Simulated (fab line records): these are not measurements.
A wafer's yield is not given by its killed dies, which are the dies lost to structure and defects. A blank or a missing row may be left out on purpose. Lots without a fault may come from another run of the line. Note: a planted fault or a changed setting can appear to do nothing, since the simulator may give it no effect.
fab line records    flow rit_cmos
record lots=5  wafers=23
route steps=202 shown ACTIVE@2 NWELL@29 PWELL@47 NRETRO@54 PRETRO@72 GATE@84
start_h: hours from the record's opening day to when the first of the lot's shown wafers began    wait_h: how many hours have passed since the lot's step before this one    " as in the row above    L1.1+2: a single row standing in for several wafers    - no value, or no start given    * or withheld: withheld    < > ~ a bound
route shown NAME@n: a module of which the file shows steps, and the number in the route of the first    usual: the fault-free wafers' mean and standard deviation    same: alike in all rows    chamber/n: place in a boat    sites: readings site by site    _std_site: standard deviation of those values    _edge_site: outer sites' mean less inner sites'    radius_mm: how far each site lies from the wafer's centre    mask NAME#n: copy n    behind: the tool/chamber that last shaped the wafer    hold: cause of the lot's hold/its duration in hours/its outcome    device: whichever transistor did not switch (one of n, p or np)    end of line: the same wafers' tests at the end of the route    a step with no rows: only its recipe    killed: at the first sort, the dies lost to defects and structure; wafer yield is something else    map: the dies of a wafer, with x for killed, . for not killed, _ for no die there
set.NAME: setting as actually run; set.NAME@STEP: the setting as run at that earlier step    model.NAME: the simulator's own value behind a step, which no gauge read
lots run with intentionally changed settings; tables by step, rows by wafer
## steps
# step RIT_ACTIVE_OXIDATION_01
# recipe temp_c=1000  ambient=O2  target_thk_a=468  ox_time_s=3360
lot.wafer  tool        chamber  start_h  wait_h  set.ox_time_s  model.SiO2_of_ACTIVE_OXIDATION_01.thk_nm
L075.1     -           -        -        1.5     3669           50.06
L075.2     "           -        "        "       3669           49.48
L075.3     "           -        "        "       3669           49.43
L075.4     "           -        "        "       3669           50.77
L075.6     "           -        "        "       3669           50.3
L076.1     -           -        -        0.7     3801           50.37
L076.2     "           -        "        "       3801           50.77
L076.4+5   "           -        "        "       3801           50.34
L076.6     "           -        "        "       3801           50.12
L081.1     -           -        -        0.8     3175           44.83
L081.2     "           -        "        "       3175           46.01
L081.3     "           -        "        "       3175           44.59
L081.4     "           -        "        "       3175           45.13
L081.6     "           -        "        "       3175           45.27
L083.1     -           -        -        0.2     3360           47.06
L083.3     "           -        "        "       3360           47.02
L083.4     "           -        "        "       3360           46.63
L083.5     "           -        "        "       3360           46.59
L083.6     "           -        "        "       3360           45.49
L085.1     furnace-03  0        68.55    3.5     3360           46.63
L085.2     "           0        "        "       3360           46.08
L085.5     "           0        "        "       3360           46.44
# step RIT_ACTIVE_THK_MEAS_02
# recipe reads=SiO2_of_ACTIVE_OXIDATION_01
# usual ACTIVE_OXIDE_THK=46.8/0.68
lot.wafer  tool           chamber  start_h  wait_h  set.ox_time_s@ACTIVE_OXIDATION_01  ACTIVE_OXIDE_THK[nm]
L075.1     film_metro-01  -        -        -       3669                               50.1
L075.2     "              -        "        "       3669                               49.5
L075.3     "              -        "        "       3669                               49.5
L075.4     "              -        "        "       3669                               50.8
L075.6     "              -        "        "       3669                               50.3
L076.1     film_metro-02  -        -        -       3801                               50.4
L076.2     "              -        "        "       3801                               50.7
L076.4     "              -        "        "       3801                               50.3
L076.5     "              -        "        "       3801                               50.3
L076.6     "              -        "        "       3801                               50.2
L081.1     film_metro-02  -        -        -       3175                               44.8
L081.2     "              -        "        "       3175                               46.0
L081.3     "              -        "        "       3175                               44.5
L081.4     "              -        "        "       3175                               45.1
L081.6     "              -        "        "       3175                               45.3
L083.1     film_metro-04  -        -        -       3360                               47.0
L083.3     "              -        "        "       3360                               47.0
L083.4     "              -        "        "       3360                               46.6
L083.5     "              -        "        "       3360                               46.6
L083.6     "              -        "        "       3360                               45.5
L085.1     film_metro-01  -        70.49    0.0     3360                               46.6
L085.2     "              -        "        "       3360                               46.1
L085.5     "              -        "        "       3360                               46.5
# step RIT_ACTIVE_EXPOSE_08
# recipe mask_id=M1  na=0.6  source_shape=conventional  sigma_outer=0.6  target_cd_nm=1400  dose_mj=225
lot.wafer       tool              chamber  start_h  wait_h  mask  set.dose_mj
L075.1+2+3+4+6  iline_stepper-02  0        20.46    0.1     M1#0  225
L076.1+2+4+5+6  iline_stepper-02  0        25.11    0.1     M1#0  225
L081.1+3+6      iline_stepper-02  0        49.90    0.2     M1#0  230.6
L081.2+4        "                 0        "        "       M1#0  225
L083.1+6        iline_stepper-01  0        59.24    0.1     M1#0  230.2
L083.3+4+5      "                 0        "        "       M1#0  225
L085.1+2+5      iline_stepper-01  0        72.60    0.2     M1#0  225
# step RIT_ACTIVE_PEB_09
# recipe resist=NOVOLAK  temp_c=withheld  time_s=withheld
# step RIT_ACTIVE_DEVELOP_10
# recipe resist=NOVOLAK  develop_time_s=50  dev_temp_c=23
# step RIT_ACTIVE_CD_MEAS_11
# recipe target_cd_nm=1400
# usual cd_nm=1399.0/2
lot.wafer  tool       chamber  start_h  wait_h  set.dose_mj@ACTIVE_EXPOSE_08  cd_nm
L075.1     cd_sem-01  -        20.86    -       225                           1398.4
L075.2     "          -        "        "       225                           1398.1
L075.3     "          -        "        "       225                           1397.0
L075.4     "          -        "        "       225                           1398.9
L075.6     "          -        "        "       225                           1398.5
L076.1     cd_sem-02  -        25.51    -       225                           1399.8
L076.2     "          -        "        "       225                           1402.3
L076.4     "          -        "        "       225                           1402.3
L076.5     "          -        "        "       225                           1400.5
L076.6     "          -        "        "       225                           1399.1
L081.1     cd_sem-01  -        50.30    -       230.6                         1389.2
L081.2     "          -        "        "       225                           1395.9
L081.3     "          -        "        "       230.6                         1388.6
L081.4     "          -        "        "       225                           1394.7
L081.6     "          -        "        "       230.6                         1388.8
L083.1     cd_sem-01  -        59.64    -       230.2                         1394.9
L083.3     "          -        "        "       225                           1402.1
L083.4     "          -        "        "       225                           1399.6
L083.5     "          -        "        "       225                           1401.7
L083.6     "          -        "        "       230.2                         1394.2
L085.1     cd_sem-02  -        73.00    -       225                           1403.2
L085.2     "          -        "        "       225                           1401.8
L085.5     "          -        "        "       225                           1401.3
# step RIT_ACTIVE_ETCH_13
# recipe stop_on=SiO2  chemistry=SF6  target=Si3N4  time_s=210  over_etch_frac=0.4  SF6_flow_sccm=200  pressure_mtorr=260  rf_w=125  target_depth_a=2100
lot.wafer   tool         chamber  start_h  wait_h  set.rf_w
L075.1+3    rie_diel-01  3,0      21.13    0.1     125
L075.2+4+6  "            2,1,0    "        "       131.9
L076.1+4    rie_diel-02  3,1      25.78    0.1     125
L076.2+5+6  "            0,1,0    "        "       129.7
L081.1+2+3  rie_diel-02  0,3,1    50.78    0.1     118.5
L081.4+6    "            1,0      "        "       125
L083.1+4    rie_diel-01  0,2      59.91    0.1     125
L083.3+5+6  "            3,2,3    "        "       134.7
L085.1+2+5  rie_diel-04  1,2,1    73.28    0.1     125
# step RIT_ACTIVE_STRIP_14
# recipe chemistry=O2  time_s=180  resist=NOVOLAK  platen_temp_c=withheld  power_w=500  pressure_mtorr=4000  o2_flow_sccm=4000
# step RIT_ACTIVE_CD_MEAS_90
# recipe target_cd_nm=1400
# usual cd_nm=1399.1/2
lot.wafer  tool       chamber  start_h  wait_h  set.dose_mj@ACTIVE_EXPOSE_08  cd_nm
L075.1     cd_sem-02  -        21.44    0.1     225                           1398.4
L075.2     "          -        "        "       225                           1397.7
L075.3     "          -        "        "       225                           1396.9
L075.4     "          -        "        "       225                           1398.5
L075.6     "          -        "        "       225                           1398.2
L076.1     cd_sem-01  -        26.09    0.1     225                           1400.1
L076.2     "          -        "        "       225                           1401.7
L076.4     "          -        "        "       225                           1401.7
L076.5     "          -        "        "       225                           1399.7
L076.6     "          -        "        "       225                           1398.8
L081.1     cd_sem-01  -        51.09    0.1     230.6                         1389.0
L081.2     "          -        "        "       225                           1396.4
L081.3     "          -        "        "       230.6                         1388.5
L081.4     "          -        "        "       225                           1395.0
L081.6     "          -        "        "       230.6                         1388.3
L083.1     cd_sem-01  -        60.22    0.1     230.2                         1395.3
L083.3     "          -        "        "       225                           1401.1
L083.4     "          -        "        "       225                           1399.6
L083.5     "          -        "        "       225                           1401.3
L083.6     "          -        "        "       230.2                         1394.0
L085.1     cd_sem-02  -        73.59    0.1     225                           1403.7
L085.2     "          -        "        "       225                           1401.6
L085.5     "          -        "        "       225                           1402.1
# step RIT_NWELL_COAT_01
# recipe resist=NOVOLAK  spin_rpm=2000  resist_thk_nm=1300
lot.wafer  tool            chamber  start_h  wait_h  set.resist_thk_nm  model.NOVOLAK_of_NWELL_COAT_01.thk_nm
L075.1+2   litho_track-01  0        26.57    0.1     1300               1302
L075.3     "               0        "        "       1300               1303
L075.4     "               0        "        "       1300               1301
L075.6     "               0        "        "       1300               1300
L076.1     litho_track-02  0        32.21    0.1     1300               1302
L076.2     "               0        "        "       1223               1227
L076.4     "               0        "        "       1223               1228
L076.5     "               0        "        "       1300               1304
L076.6     "               0        "        "       1223               1223
L081.1     litho_track-02  0        56.52    0.1     1300               1299
L081.2     "               0        "        "       1260               1260
L081.3+4   "               0        "        "       1300               1304
L081.6     "               0        "        "       1260               1263
L083.1     litho_track-02  0        69.41    0.1     1260               1263
L083.3     "               0        "        "       1260               1266
L083.4     "               0        "        "       1300               1304
L083.5     "               0        "        "       1300               1303
L083.6     "               0        "        "       1260               1262
L085.1     litho_track-02  0        79.76    0.1     1300               1302
L085.2     "               0        "        "       1300               1300
L085.5     "               0        "        "       1300               1297
# step RIT_NWELL_SOFTBAKE_02
# recipe resist=NOVOLAK  temp_c=90  time_s=60
# step RIT_NWELL_EXPOSE_03
# recipe mask_id=M2  na=0.57  target_cd_nm=43900  dose_mj=250
# step RIT_NWELL_DEVELOP_05
# recipe resist=NOVOLAK  develop_time_s=68  dev_temp_c=23
# step RIT_NWELL_HARDBAKE_07
# recipe resist=NOVOLAK  temp_c=140  time_s=120
lot.wafer  tool            chamber  start_h  wait_h  set.resist_thk_nm@NWELL_COAT_01  model.NOVOLAK_of_NWELL_COAT_01.thk_nm
L075.1     litho_track-03  0        27.46    0.0     1300                             1139
L075.2+4   "               0        "        "       1300                             1138
L075.3     "               0        "        "       1300                             1140
L075.6     "               0        "        "       1300                             1137
L076.1     litho_track-01  0        32.98    0.0     1300                             1139
L076.2     "               0        "        "       1223                             1074
L076.4     "               0        "        "       1223                             1075
L076.5     "               0        "        "       1300                             1140
L076.6     "               0        "        "       1223                             1071
L081.1     litho_track-03  0        57.41    0.0     1300                             1136
L081.2     "               0        "        "       1260                             1103
L081.3     "               0        "        "       1300                             1140
L081.4     "               0        "        "       1300                             1141
L081.6     "               0        "        "       1260                             1105
L083.1     litho_track-02  0        70.39    0.1     1260                             1105
L083.3     "               0        "        "       1260                             1107
L083.4     "               0        "        "       1300                             1140
L083.5     "               0        "        "       1300                             1139
L083.6     "               0        "        "       1260                             1104
L085.1     litho_track-03  0        80.56    0.0     1300                             1139
L085.2     "               0        "        "       1300                             1137
L085.5     "               0        "        "       1300                             1134
# step RIT_NWELL_IMPLANT_08
# recipe species=P  energy_kev=170  dose_cm2=5e+13  tilt_deg=7
lot.wafer   tool          chamber  start_h  wait_h  set.energy_kev  model.implant.rp_nm  model.implant.drp_nm
L075.1+2+4  implanter-01  0        27.71    0.2     170             214.6                68.82
L075.3+6    "             0        "        "       173.3           218.9                69.82
L076.1+4+5  implanter-01  0        33.23    0.2     164.8           202.5                67.27
L076.2+6    "             0        "        "       170             209                  68.82
L081.1+6    implanter-02  0        57.66    0.2     170             219.9                68.82
L081.2+3+4  "             0        "        "       175.2           226.8                70.4
L083.1+4+5  implanter-01  0        70.64    0.2     179.9           232.4                71.8
L083.3+6    "             0        "        "       170             219.2                68.82
L085.1+2+5  implanter-03  0        80.81    0.2     170             215.5                68.82
# step RIT_PWELL_IMPLANT_08
# recipe species=B  energy_kev=170  dose_cm2=7e+13  tilt_deg=7
lot.wafer   tool          chamber  start_h  wait_h  set.energy_kev  model.implant.rp_nm  model.implant.drp_nm
L075.1+4+6  implanter-04  0        29.26    0.2     170             495.8                102.9
L075.2+3    "             0        "        "       179.2           516.4                104.4
L076.1+6    implanter-04  0        34.78    0.2     170             481.3                102.9
L076.2+4+5  "             0        "        "       166.9           474.7                102.3
L081.1+2+4  implanter-02  0        59.24    0.2     170             476.7                102.9
L081.3+6    "             0        "        "       179.8           497.8                104.5
L083.1+3+5  implanter-01  0        72.19    0.2     166.3           449.5                102.1
L083.4+6    "             0        "        "       170             456.9                102.9
L085.1+2+5  implanter-02  0        82.48    0.2     170             470.9                102.9
# step RIT_NRETRO_COAT_01
# recipe resist=NOVOLAK  spin_rpm=2000  resist_thk_nm=1300
lot.wafer  tool            chamber  start_h  wait_h  set.resist_thk_nm  model.NOVOLAK_of_NRETRO_COAT_01.thk_nm
L075.1     litho_track-03  0        36.25    0.1     1300               1298
L075.2     "               0        "        "       1300               1293
L075.3+4   "               0        "        "       1300               1297
L075.6     "               0        "        "       1300               1302
L076.1+5   litho_track-04  0        41.86    0.1     1300               1298
L076.2     "               0        "        "       1225               1222
L076.4     "               0        "        "       1225               1218
L076.6     "               0        "        "       1300               1294
L081.1     litho_track-03  0        65.15    0.1     1300               1294
L081.2     "               0        "        "       1300               1287
L081.3     "               0        "        "       1300               1293
L081.4     "               0        "        "       1300               1291
L081.6     "               0        "        "       1300               1290
L083.1+6   litho_track-04  0        78.05    0.1     1300               1303
L083.3+5   "               0        "        "       1259               1261
L083.4     "               0        "        "       1259               1263
L085.1     litho_track-03  0        88.60    0.1     1300               1298
L085.2     "               0        "        "       1300               1299
L085.5     "               0        "        "       1300               1296
# step RIT_NRETRO_SOFTBAKE_02
# recipe resist=NOVOLAK  temp_c=90  time_s=60
# step RIT_NRETRO_EXPOSE_03
# recipe mask_id=M4  na=0.57  target_cd_nm=43900  dose_mj=250
# step RIT_NRETRO_DEVELOP_05
# recipe resist=NOVOLAK  develop_time_s=68  dev_temp_c=23
# step RIT_NRETRO_HARDBAKE_07
# recipe resist=NOVOLAK  temp_c=140  time_s=120
lot.wafer  tool            chamber  start_h  wait_h  set.resist_thk_nm@NRETRO_COAT_01  model.NOVOLAK_of_NRETRO_COAT_01.thk_nm
L075.1     litho_track-04  0        37.01    0.0     1300                              1135
L075.2     "               0        "        "       1300                              1131
L075.3+4   "               0        "        "       1300                              1134
L075.6     "               0        "        "       1300                              1139
L076.1+5   litho_track-03  0        42.63    0.0     1300                              1135
L076.2     "               0        "        "       1225                              1070
L076.4     "               0        "        "       1225                              1067
L076.6     "               0        "        "       1300                              1131
L081.1     litho_track-04  0        66.04    0.0     1300                              1132
L081.2     "               0        "        "       1300                              1126
L081.3     "               0        "        "       1300                              1131
L081.4+6   "               0        "        "       1300                              1129
L083.1     litho_track-03  0        78.84    0.0     1300                              1140
L083.3+5   "               0        "        "       1259                              1103
L083.4     "               0        "        "       1259                              1105
L083.6     "               0        "        "       1300                              1139
L085.1+2   litho_track-03  0        89.49    0.0     1300                              1136
L085.5     "               0        "        "       1300                              1133
# step RIT_PRETRO_IMPLANT_08
# recipe species=B  energy_kev=45  dose_cm2=1.2e+13  tilt_deg=7
lot.wafer       tool          chamber  start_h  wait_h  set.energy_kev  model.implant.rp_nm  model.implant.drp_nm
L075.1+2+3+4+6  implanter-01  0        38.81    0.2     45              142                  55.07
L076.1+2+4      implanter-03  0        44.66    0.2     45              146.9                55.07
L076.5+6        "             0        "        "       46.32           150.9                56.02
L081.1+2+6      implanter-03  0        67.98    0.2     42.83           135.8                53.47
L081.3+4        "             0        "        "       45              142.3                55.07
L083.1+5+6      implanter-01  0        80.77    0.2     43.45           138.6                53.93
L083.3+4        "             0        "        "       45              143.3                55.07
L085.1+2+5      implanter-01  0        91.47    0.2     45              138.6                55.07
# step RIT_GATE_CVD_08
# recipe material=poly-Si  target_thk_nm=250  temp_c=610  precursor=SiH4  time_s=2220  pressure_mtorr=300  sih4_flow_sccm=100
lot.wafer  tool      chamber  start_h  wait_h  set.time_s  model.poly-Si_of_GATE_CVD_08.thk_nm
L075.1     -         -        -        0.1     2220        254.3
L075.2     "         -        "        "       2220        253.4
L075.3     "         -        "        "       2220        249.9
L075.4     "         -        "        "       2220        252.5
L075.6     "         -        "        "       2220        253.8
L076.1     -         -        -        0.1     2220        251.2
L076.2     "         -        "        "       2220        252.9
L076.4     "         -        "        "       2220        249.9
L076.5     "         -        "        "       2220        250.1
L076.6     "         -        "        "       2220        251.8
L081.1     -         -        -        0.1     2546        282.6
L081.2+6   "         -        "        "       2546        283.8
L081.3     "         -        "        "       2546        282.4
L081.4     "         -        "        "       2546        282.7
L083.1     -         -        -        1.3     2070        229.7
L083.3     "         -        "        "       2070        228.6
L083.4     "         -        "        "       2070        227.5
L083.5     "         -        "        "       2070        227.7
L083.6     "         -        "        "       2070        228.7
L085.1     lpcvd-01  1        95.05    0.1     2220        249.5
L085.2     "         1        "        "       2220        248.8
L085.5     "         1        "        "       2220        247.9
# step RIT_GATE_THK_MEAS_09
# recipe reads=poly-Si_of_GATE_CVD_08
# usual GATE_POLY_THK=248.2/2.6
lot.wafer  tool           chamber  start_h  wait_h  set.time_s@GATE_CVD_08  GATE_POLY_THK[nm]
L075.1     film_metro-01  -        -        -       2220                    254.3
L075.2     "              -        "        "       2220                    253.2
L075.3     "              -        "        "       2220                    249.9
L075.4     "              -        "        "       2220                    252.6
L075.6     "              -        "        "       2220                    253.6
L076.1     film_metro-03  -        -        -       2220                    251.1
L076.2     "              -        "        "       2220                    252.9
L076.4     "              -        "        "       2220                    250.2
L076.5     "              -        "        "       2220                    250.2
L076.6     "              -        "        "       2220                    251.8
L081.1     film_metro-03  -        -        -       2546                    282.7
L081.2     "              -        "        "       2546                    283.8
L081.3     "              -        "        "       2546                    282.2
L081.4     "              -        "        "       2546                    282.8
L081.6     "              -        "        "       2546                    283.8
L083.1     film_metro-04  -        -        -       2070                    229.9
L083.3     "              -        "        "       2070                    228.7
L083.4     "              -        "        "       2070                    227.4
L083.5     "              -        "        "       2070                    227.7
L083.6     "              -        "        "       2070                    228.6
L085.1     film_metro-03  -        96.67    0.0     2220                    249.6
L085.2     "              -        "        "       2220                    248.8
L085.5     "              -        "        "       2220                    247.8
## key
split step=RIT_ACTIVE_OXIDATION_01  setting=ox_time_s  stated=3360  by=lot
response step=RIT_ACTIVE_OXIDATION_01  reading=model.SiO2_of_ACTIVE_OXIDATION_01.thk_nm  change=+0.304  per=1%  r=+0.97
response step=RIT_ACTIVE_THK_MEAS_02  reading=ACTIVE_OXIDE_THK  change=+0.304  per=1%  r=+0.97
split step=RIT_ACTIVE_EXPOSE_08  setting=dose_mj  stated=225  by=wafer
response step=RIT_ACTIVE_CD_MEAS_11  reading=cd_nm  change=-2.69  per=1%  r=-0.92
response step=RIT_ACTIVE_CD_MEAS_90  reading=cd_nm  change=-2.73  per=1%  r=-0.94
split step=RIT_ACTIVE_ETCH_13  setting=rf_w  stated=125  by=wafer
response none clear
split step=RIT_NWELL_COAT_01  setting=resist_thk_nm  stated=1300  by=wafer
response step=RIT_NWELL_COAT_01  reading=model.NOVOLAK_of_NWELL_COAT_01.thk_nm  change=+13  per=1%  r=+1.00
response step=RIT_NWELL_HARDBAKE_07  reading=model.NOVOLAK_of_NWELL_COAT_01.thk_nm  change=+11.2  per=1%  r=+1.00
split step=RIT_NWELL_IMPLANT_08  setting=energy_kev  stated=170  by=wafer
response step=RIT_NWELL_IMPLANT_08  reading=model.implant.rp_nm  change=+2.23  per=1%  r=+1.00
response step=RIT_NWELL_IMPLANT_08  reading=model.implant.drp_nm  change=+0.512  per=1%  r=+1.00
split step=RIT_PWELL_IMPLANT_08  setting=energy_kev  stated=170  by=wafer
response step=RIT_PWELL_IMPLANT_08  reading=model.implant.rp_nm  change=+3.7  per=1%  r=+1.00
response step=RIT_PWELL_IMPLANT_08  reading=model.implant.drp_nm  change=+0.28  per=1%  r=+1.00
split step=RIT_NRETRO_COAT_01  setting=resist_thk_nm  stated=1300  by=wafer
response step=RIT_NRETRO_COAT_01  reading=model.NOVOLAK_of_NRETRO_COAT_01.thk_nm  change=+13.2  per=1%  r=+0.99
response step=RIT_NRETRO_HARDBAKE_07  reading=model.NOVOLAK_of_NRETRO_COAT_01.thk_nm  change=+11.3  per=1%  r=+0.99
split step=RIT_PRETRO_IMPLANT_08  setting=energy_kev  stated=45  by=wafer
response step=RIT_PRETRO_IMPLANT_08  reading=model.implant.rp_nm  change=+1.36  per=1%  r=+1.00
response step=RIT_PRETRO_IMPLANT_08  reading=model.implant.drp_nm  change=+0.33  per=1%  r=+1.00
split step=RIT_GATE_CVD_08  setting=time_s  stated=2220  by=lot
response step=RIT_GATE_CVD_08  reading=model.poly-Si_of_GATE_CVD_08.thk_nm  change=+2.45  per=1%  r=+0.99
response step=RIT_GATE_THK_MEAS_09  reading=GATE_POLY_THK  change=+2.45  per=1%  r=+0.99
